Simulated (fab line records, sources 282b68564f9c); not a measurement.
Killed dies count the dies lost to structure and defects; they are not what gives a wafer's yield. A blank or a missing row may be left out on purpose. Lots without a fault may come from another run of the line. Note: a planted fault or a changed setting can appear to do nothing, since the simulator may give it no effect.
Problem report in the 8D (eight disciplines) form, filled by code -- flow ritCmos -- the parts of the form that need people (team, actions taken, sign-off) are left out

== 1. PROBLEM STATEMENT ==
Mean PSD_RS at RIT_SDANNEAL_RS_MEAS_04: 120.35 ohm/sq over 6 wafers in 2 lots; fault-free wafers: 115.79 ohm/sq, standard deviation 0.26. Measured from the usual mean, that is +18 standard deviations.
The step: measures by four-point-probe.
Earliest sighting: wafer L878.1 on filmMetro-01 at day 6 15:26. The record has a number at this step for 42 wafers belonging to 14 lots. Rule for "out" (also "out of limits"): further than 4 standard deviations from the usual mean. The other wafers with a number count as sound.

== 2. WHAT IT IS; WHAT IT IS NOT ==
question,is,is not
which readings at this step,PSD_RS,-
which lots,"L878, L879","L866, L867, L868, L869, L870, L871, L872, L873, L874, L880, L886, L887"
which wafers of those lots,all that have a number,-
read on which gauges,"filmMetro-01, filmMetro-03",filmMetro-02
when,from day 6 15:26,"up to then (27 sound wafers); but 9 sound wafers of L880, L886, L887 came after"

== 3. THE SUSPECTS, EACH WITH WHAT RULES IT OUT ==
Counting: any tool at a process step up to the reading is kept as a suspect provided that every lot that is out went through it and no sound lot did after the first of them.
- the gauge at RIT_SDANNEAL_RS_MEAS_04 has been ruled out. Those wafers that are out were read across 2 gauges (filmMetro-01, filmMetro-03).
- implanter-01 at RIT_PSD_IMPLANT_08: kept. It ran every lot that is out, first L878 (day 6 14:36), and no sound lot after that; its last sound lot up to then is L874 (day 6 01:22). Its own readings are out on those wafers: beamEnergyKeV.
After counting, what remains is implanter-01 at RIT_PSD_IMPLANT_08.

== 4. THE CAUSE (what the simulator had put in) ==
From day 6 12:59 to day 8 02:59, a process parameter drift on implanter-01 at RIT_PSD_IMPLANT_08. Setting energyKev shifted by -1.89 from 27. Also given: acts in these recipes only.
Only this tool survived the counting.

== 5. THE CHAIN OF EFFECTS, in route order ==
Rows list readings where the struck wafers' mean (over those with a number) sits beyond 3 standard deviations from the usual. Only readings for which the record gives a usual standard deviation are gone through. hours: the time from each lot's start at the first step in this table that gives one to its start at this step, as a median over the lots. sigmas: the change in usual standard deviations.
hours,step,reading,usual,on struck wafers,change,sigmas
0,RIT_PSD_IMPLANT_08,beamEnergyKeV,26.999,25.105,-1.894,-99 or more
1,RIT_SDANNEAL_RS_MEAS_04,PSD_RS,115.79 ohm/sq,120.35,+4.56,+18
Its process steps:
- RIT_PSD_IMPLANT_08

== 6. WHAT WOULD HAVE CAUGHT IT SOONER ==
In this record the first reading out of limits at a measuring or inspecting step was taken at day 6 15:26, 2 hours after the fault began at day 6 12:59.
Tool's own readings at RIT_PSD_IMPLANT_08, beamEnergyKeV: out on all struck wafers the step has rows for; an alarm limit on them would have tripped on the first.
Lots out: 2; all had begun RIT_PSD_IMPLANT_08 on implanter-01 by day 6 15:26. None of them would have been spared by holding the tool at that moment.
